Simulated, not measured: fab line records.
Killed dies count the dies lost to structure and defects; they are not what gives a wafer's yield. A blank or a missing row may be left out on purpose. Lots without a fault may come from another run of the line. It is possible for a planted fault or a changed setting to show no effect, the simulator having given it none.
Lot-split experiment / flow ritCmos / 23 wafers read across 5 lots, on a route 202 steps long

== ABOUT THE SPLIT ==
At RIT_SPACER_ETCHBACK_05 (etches Si3N4 in SF6/CHF3, stops on SiO2, target depth 250 nm, time 240 s), the setting timeS was moved away from the recipe's 240 s on 8 of the 23 wafers read, by -11.5% to +14.6%. The other wafers ran this setting at the recipe's value.

The reading is taken at the split's own step.

== THE READING ==
Si3N4_of_SPACER_CVD_03.thkNm (the simulator's own value, which no gauge read), in nm, at RIT_SPACER_ETCHBACK_05 (etches Si3N4 in SF6/CHF3, stops on SiO2, target depth 250 nm, time 240 s). The file does not state a usual value for it. Here, 15 wafers ran the recipe; their average is 194.6 nm with a standard deviation of 1.8 nm.

wafer=L074.1; tool, chamber at the split=rieDiel-01, 1; timeS as run, s=212.5; against the recipe=-11.5%; Si3N4_of_SPACER_CVD_03.thkNm, nm=200.1; against lot-mates on the recipe=+6.4
wafer=L074.2; tool, chamber at the split=rieDiel-01, 2; timeS as run, s=240; against the recipe=recipe; Si3N4_of_SPACER_CVD_03.thkNm, nm=193; against lot-mates on the recipe=-
wafer=L074.4; tool, chamber at the split=rieDiel-01, 2; timeS as run, s=212.5; against the recipe=-11.5%; Si3N4_of_SPACER_CVD_03.thkNm, nm=201.1; against lot-mates on the recipe=+7.4
wafer=L074.5; tool, chamber at the split=rieDiel-01, 1; timeS as run, s=212.5; against the recipe=-11.5%; Si3N4_of_SPACER_CVD_03.thkNm, nm=199.8; against lot-mates on the recipe=+6.1
wafer=L074.6; tool, chamber at the split=rieDiel-01, 0; timeS as run, s=240; against the recipe=recipe; Si3N4_of_SPACER_CVD_03.thkNm, nm=194.4; against lot-mates on the recipe=-
wafer=L078.1; tool, chamber at the split=rieDiel-01, 2; timeS as run, s=240; against the recipe=recipe; Si3N4_of_SPACER_CVD_03.thkNm, nm=193.6; against lot-mates on the recipe=-
wafer=L078.2; tool, chamber at the split=rieDiel-01, 0; timeS as run, s=240; against the recipe=recipe; Si3N4_of_SPACER_CVD_03.thkNm, nm=195.4; against lot-mates on the recipe=-
wafer=L078.5; tool, chamber at the split=rieDiel-01, 2; timeS as run, s=240; against the recipe=recipe; Si3N4_of_SPACER_CVD_03.thkNm, nm=194.2; against lot-mates on the recipe=-
wafer=L079.1; tool, chamber at the split=rieDiel-03, 0; timeS as run, s=240; against the recipe=recipe; Si3N4_of_SPACER_CVD_03.thkNm, nm=195.1; against lot-mates on the recipe=-
wafer=L079.2; tool, chamber at the split=rieDiel-03, 2; timeS as run, s=275; against the recipe=+14.6%; Si3N4_of_SPACER_CVD_03.thkNm, nm=187.2; against lot-mates on the recipe=-6.7
wafer=L079.4; tool, chamber at the split=rieDiel-03, 3; timeS as run, s=275; against the recipe=+14.6%; Si3N4_of_SPACER_CVD_03.thkNm, nm=186.1; against lot-mates on the recipe=-7.8
wafer=L079.5; tool, chamber at the split=rieDiel-03, 1; timeS as run, s=240; against the recipe=recipe; Si3N4_of_SPACER_CVD_03.thkNm, nm=192.7; against lot-mates on the recipe=-
wafer=L079.6; tool, chamber at the split=rieDiel-03, 2; timeS as run, s=275; against the recipe=+14.6%; Si3N4_of_SPACER_CVD_03.thkNm, nm=187.3; against lot-mates on the recipe=-6.6
wafer=L080.2; tool, chamber at the split=rieDiel-04, 2; timeS as run, s=240; against the recipe=recipe; Si3N4_of_SPACER_CVD_03.thkNm, nm=196.8; against lot-mates on the recipe=-
wafer=L080.3; tool, chamber at the split=rieDiel-04, 3; timeS as run, s=240; against the recipe=recipe; Si3N4_of_SPACER_CVD_03.thkNm, nm=196.2; against lot-mates on the recipe=-
wafer=L080.4; tool, chamber at the split=rieDiel-04, 0; timeS as run, s=240; against the recipe=recipe; Si3N4_of_SPACER_CVD_03.thkNm, nm=198.5; against lot-mates on the recipe=-
wafer=L080.5; tool, chamber at the split=rieDiel-04, 0; timeS as run, s=240; against the recipe=recipe; Si3N4_of_SPACER_CVD_03.thkNm, nm=196.4; against lot-mates on the recipe=-
wafer=L080.6; tool, chamber at the split=rieDiel-04, 3; timeS as run, s=240; against the recipe=recipe; Si3N4_of_SPACER_CVD_03.thkNm, nm=195.5; against lot-mates on the recipe=-
wafer=L084.1; tool, chamber at the split=rieDiel-03, 2; timeS as run, s=250.6; against the recipe=+4.4%; Si3N4_of_SPACER_CVD_03.thkNm, nm=189.7; against lot-mates on the recipe=-2.9
wafer=L084.2; tool, chamber at the split=rieDiel-03, 0; timeS as run, s=240; against the recipe=recipe; Si3N4_of_SPACER_CVD_03.thkNm, nm=192; against lot-mates on the recipe=-
wafer=L084.3; tool, chamber at the split=rieDiel-03, 3; timeS as run, s=240; against the recipe=recipe; Si3N4_of_SPACER_CVD_03.thkNm, nm=192.5; against lot-mates on the recipe=-
wafer=L084.4; tool, chamber at the split=rieDiel-03, 1; timeS as run, s=250.6; against the recipe=+4.4%; Si3N4_of_SPACER_CVD_03.thkNm, nm=188.8; against lot-mates on the recipe=-3.8
wafer=L084.6; tool, chamber at the split=rieDiel-03, 2; timeS as run, s=240; against the recipe=recipe; Si3N4_of_SPACER_CVD_03.thkNm, nm=193.4; against lot-mates on the recipe=-

FIT RESULTS
A straight line over all 23 wafers: Si3N4_of_SPACER_CVD_03.thkNm changes by -0.54 nm for each +1% of timeS; r = -0.91; the points scatter about the line by 1.8 nm.
The same after taking each lot's own level away (the mean of its wafers on the recipe; 23 wafers): -0.529 nm for each +1%; r = -0.97; scatter 0.93 nm.
According to that fit, moving timeS by its largest amount changes the reading by 7.7 nm.
From 192.63 to 196.68 nm: that is the span of the lots' own levels, equal to 2.3 times the standard deviation above.
Hence the lot-to-lot level has little effect on the slope; both slopes agree.
Check: for one of the wafers moved furthest among these (+14.6%), held out of the fit, the line's prediction against its lot-mates is -7.92 nm. It came out at -6.7 nm against them.

== THESE WAFERS: OTHER SPLITS ==
Note: prior to the reading, these wafers also went through further splits. Each is held against what the fit with the lots' levels taken away leaves over:
other split on the same wafers=RIT_PLDD_IMPLANT_08 energyKev; wafers away from the commonest value=5; r with Si3N4_of_SPACER_CVD_03.thkNm (lot level and that fit taken away)=+0.28

== THE WHOLE CHAIN: every reading that the file lists as answering this split, in the file's order ==
step=RIT_SPACER_ETCHBACK_05; what it does=etches Si3N4 in SF6/CHF3, stops on SiO2, target depth 250 nm, time 240 s; reading=poly-Si_of_GATE_CVD_08.thkNm (the simulator's own value, which no gauge read); change (the file's fit)=-0.665 nm for each +1% of the setting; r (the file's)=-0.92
step=RIT_SPACER_ETCHBACK_05; what it does=etches Si3N4 in SF6/CHF3, stops on SiO2, target depth 250 nm, time 240 s; reading=Si3N4_of_SPACER_CVD_03.thkNm (the simulator's own value, which no gauge read); change (the file's fit)=-0.533 nm for each +1% of the setting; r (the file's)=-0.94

== FILE'S OWN FIT ==
Si3N4_of_SPACER_CVD_03.thkNm changes by -0.533 nm for each +1% of timeS, r = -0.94.
